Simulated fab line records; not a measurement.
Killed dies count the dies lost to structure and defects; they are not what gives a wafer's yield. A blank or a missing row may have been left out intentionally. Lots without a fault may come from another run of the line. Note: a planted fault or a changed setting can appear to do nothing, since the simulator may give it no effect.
Which of the tools did it?	flow rit cmos	11 lots with 33 wafers sampled at 2 steps, on a route of 202 steps

== WHAT THE GAUGES READ, wafer by wafer ==
RIT_SILICIDE_RS_MEAS_02: measurement is done with a four-point probe.
lot	measured	on	SILICIDE_TI_RS (ohm/sq)
L422	day 3 20:44	film metro-04	48.0 49.0 48.7
L423	day 4 03:23	film metro-04	48.1 47.6 46.3
L425	day 4 21:30	film metro-03	49.4 50.6 50.5
L427	day 5 18:44	film metro-04	48.9 49.6 47.7
L434	day 6 18:44	film metro-03	48.6 47.0 48.7
L435	day 6 20:47	film metro-04	46.2 45.9 47.0
L438	day 7 03:53	film metro-03	48.3 49.3 48.9
L440	day 7 07:54	film metro-01	49.1 47.0 47.7
L442	day 7 16:44	film metro-04	48.3 46.6 47.6
L443	day 7 17:50	film metro-04	47.9 46.8 47.0
L445	day 8 02:38	film metro-04	46.2 46.0 47.2

== WHICH TOOL RAN EACH LOT (tool, then ch and the chambers of the sampled wafers, then the start) ==
lot	RIT_SILICIDE_SPUTTER_01
L422	pvd sputter-01, day 3 20:34
L423	pvd sputter-01, day 4 03:13
L425	pvd sputter-01, day 4 21:19
L427	pvd sputter-04, day 5 18:31
L434	pvd sputter-04, day 6 18:34
L435	pvd sputter-02, day 6 20:38
L438	pvd sputter-04, day 7 03:43
L440	pvd sputter-04, day 7 07:43
L442	pvd sputter-04, day 7 16:31
L443	pvd sputter-02, day 7 17:41
L445	pvd sputter-02, day 8 02:29
- RIT_SILICIDE_SPUTTER_01: material Ti, target thk 30 nm, time 240 s.

== THE ANSWER, worked out from the rows above alone ==
Rule: what is usual is taken from the lots themselves. The widest of any qualifying gaps counts: lots, ordered by their means at a reading, are off when they make up no more than a third of the lots, leave a main group of 4 or more, and stand apart from it by 3 or more times the standard deviation of that group's means. A main group whose means are all the same, to the digits that the tables above print for the reading, isn't used. A lot without any number at a reading at which 4 lots or more have one is off too. Any other lot the step has rows for is counted as sound.
No lot is off at any reading shown: from this, nothing can be told.

== WHAT THE SIMULATOR PUT IN ==
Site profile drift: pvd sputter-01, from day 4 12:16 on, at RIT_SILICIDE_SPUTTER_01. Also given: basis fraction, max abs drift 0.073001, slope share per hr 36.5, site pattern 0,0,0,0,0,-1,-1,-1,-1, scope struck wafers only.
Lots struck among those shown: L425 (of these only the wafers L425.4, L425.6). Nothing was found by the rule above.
